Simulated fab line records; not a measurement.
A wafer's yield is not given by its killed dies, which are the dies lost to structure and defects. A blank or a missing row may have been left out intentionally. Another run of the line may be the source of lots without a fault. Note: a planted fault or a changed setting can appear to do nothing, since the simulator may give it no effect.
Which of the tools did it? ; flow rit-cmos ; 42 wafers from 14 lots sampled at 2 of the route's 202 steps

WHAT EACH GAUGE READ, for each wafer
The record lacks any reading of a measuring or inspecting step that a usual standard deviation could be used to judge.

WHAT TOOL EACH LOT RAN ON (gives the tool, then ch and the chambers of the sampled wafers, and finally the start)
lot;RIT_CONTACT_ETCH_11;RIT_M1_PROBE_99
L424;rie-diel-02 ch 0,3, day 3 13:01;-
L425;rie-diel-02 ch 0,1,2, day 3 17:49;-
L426;rie-diel-04 ch 0,1,3, day 3 21:17;-
L427;rie-diel-04 ch 0,3, day 4 04:43;-
L428;rie-diel-02 ch 2,3, day 4 08:34;-
L429;rie-diel-01 ch 0,2,3, day 4 12:33;-
L431;rie-diel-02 ch 0,1,2, day 4 20:14;-
L430;rie-diel-01 ch 0,2,3, day 4 21:58;-
L432;rie-diel-02 ch 2,3, day 5 01:12;-
L433;rie-diel-02 ch 0,2, day 5 14:20;-
L434;rie-diel-01 ch 0,1,2, day 5 14:29;-
L435;rie-diel-02 ch 0,1,3, day 5 18:22;-
L441;rie-diel-01 ch 0,2, day 7 00:43;prober-02, day 7 06:05
L443;rie-diel-01 ch 0,1,2, day 7 11:02;prober-02, day 7 16:16
- RIT_CONTACT_ETCH_11: etches SiO2 in CHF3/CF4/Ar, stops on TiSi2, target depth 480 nm, time 320 s.
- RIT_M1_PROBE_99

WHAT THE TOOLS THEMSELVES READ (means of the sampled wafers that have a number; where no wafer has one, the mark that the record gives instead)
RIT_CONTACT_ETCH_11. Usual: drypump-motor-current-A 5.9 A, standard deviation 0.46; oes-product-au 0.989 a.u., standard deviation 0.022; throttle-valve-pct 8.85 %, standard deviation 0.16.
lot;tool;drypump-motor-current-A (A);oes-product-au (a.u.);throttle-valve-pct (%);flag
L424;rie-diel-02;6.4;0.996;8.81;
L425;rie-diel-02;6.0;0.987;8.79;
L426;rie-diel-04;5.4;0.982;8.79;
L427;rie-diel-04;5.5;0.985;8.89;
L428;rie-diel-02;5.9;1.020;8.88;
L429;rie-diel-01;5.7;0.990;8.87;
L431;rie-diel-02;6.0;0.987;8.79;
L430;rie-diel-01;5.7;0.994;8.85;
L432;rie-diel-02;6.0;1.023;8.88;
L433;rie-diel-02;6.0;1.002;8.87;
L434;rie-diel-01;6.2;0.980;8.95;
L435;rie-diel-02;6.1;0.990;8.79;
L441;rie-diel-01;6.0;0.983;8.96;
L443;rie-diel-01;6.1;0.976;8.96;

RIT_M1_PROBE_99. Usual: killed-at-contacts 0.1, standard deviation 0.25; killed-at-front-end 6.8, standard deviation 2.9; killed-dies 6.9, standard deviation 2.9; killed-on-rim 1.7, standard deviation 1.3; killed-open 3.3, standard deviation 1.9; killed-short 3.6, standard deviation 1.9.
lot;tool;killed-at-contacts;killed-at-front-end;killed-dies;killed-on-rim;killed-open;killed-short;flag
L441;prober-02;86.3;5.0;91.3;24.3;1.7;3.3;OFF
L443;prober-02;86.7;5.7;92.3;25.3;2.7;3.0;OFF

THE ANSWER, worked out from the rows above alone
Rule: lot off if the mean of its wafers having a number is beyond 3 standard deviations from the usual mean. Also off: a lot with no number at a reading for which 4 or more lots have one. All remaining lots with rows at the step are treated as sound. First the gauges in route order, then the tools' own readings, where a lot's mean is used as printed above. At the first step where some lot is off, the reading lying furthest off is the one used; lots without a number count as furthest.
Off at RIT_M1_PROBE_99 (killed-at-contacts): L441, L443. Neither off nor sound, because the step has no rows for them: L424, L425, L426, L427, L428, L429, L431, L430, L432, L433, L434, L435.
A tool fits if, at that step or a process step before it, it ran every lot that is off, and no sound lot after the first of them. 2 tools fit, rie-diel-01 at RIT_CONTACT_ETCH_11 and prober-02 at RIT_M1_PROBE_99, so this cannot tell which one it is.

WHAT WAS PUT IN BY THE SIMULATOR
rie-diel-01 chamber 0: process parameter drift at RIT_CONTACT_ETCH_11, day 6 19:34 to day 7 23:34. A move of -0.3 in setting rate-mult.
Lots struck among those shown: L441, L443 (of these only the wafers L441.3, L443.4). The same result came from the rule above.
